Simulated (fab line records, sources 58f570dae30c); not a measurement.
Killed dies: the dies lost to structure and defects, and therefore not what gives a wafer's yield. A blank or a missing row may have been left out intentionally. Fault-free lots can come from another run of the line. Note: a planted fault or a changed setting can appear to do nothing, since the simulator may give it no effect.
Which tool did it? + flow berkeley-cmos170 + 7 lots, 21 wafers sampled, at 1 step of a route of 331

== WHAT THE GAUGES SHOWED, per wafer ==
UCB170_PFIELD_OVL_MEAS_06.
| lot  | measured    | on         | PFIELD_OVL (nm) |
|------|-------------|------------|-----------------|
| L575 | day 4 09:31 | overlay-01 | -8 -14 -19      |
| L578 | day 5 04:57 | overlay-01 | -5 -3 -4        |
| L580 | day 5 20:06 | overlay-01 | -4 -7 0         |
| L587 | day 6 23:52 | overlay-02 | 5 -3 1          |
| L589 | day 7 22:11 | overlay-02 | -2 7 -2         |
| L592 | day 8 03:38 | overlay-02 | 8 1 1           |
| L596 | day 8 22:54 | overlay-02 | 5 11 0          |

== TOOL THAT RAN EACH LOT (tool first, then ch and the chambers of the sampled wafers, then the start) ==
Record: no process step prior to these readings.

== THE ANSWER, worked out from the rows above alone ==
Rule: the lots themselves supply what counts as usual. The widest of any qualifying gaps counts: lots, ordered by their means at a reading, are off when they make up no more than a third of the lots, leave a main group of 4 or more, and stand apart from it by 3 or more times the standard deviation of that group's means. Not used: any main group whose means are identical at the precision the tables above print for the reading. Also off: a lot with no number at a reading for which 4 or more lots have one. Any other lot the step has rows for is counted as sound.
Nothing can be told from this: no lot is off at any reading shown.

== WHAT THE SIMULATOR PUT IN ==
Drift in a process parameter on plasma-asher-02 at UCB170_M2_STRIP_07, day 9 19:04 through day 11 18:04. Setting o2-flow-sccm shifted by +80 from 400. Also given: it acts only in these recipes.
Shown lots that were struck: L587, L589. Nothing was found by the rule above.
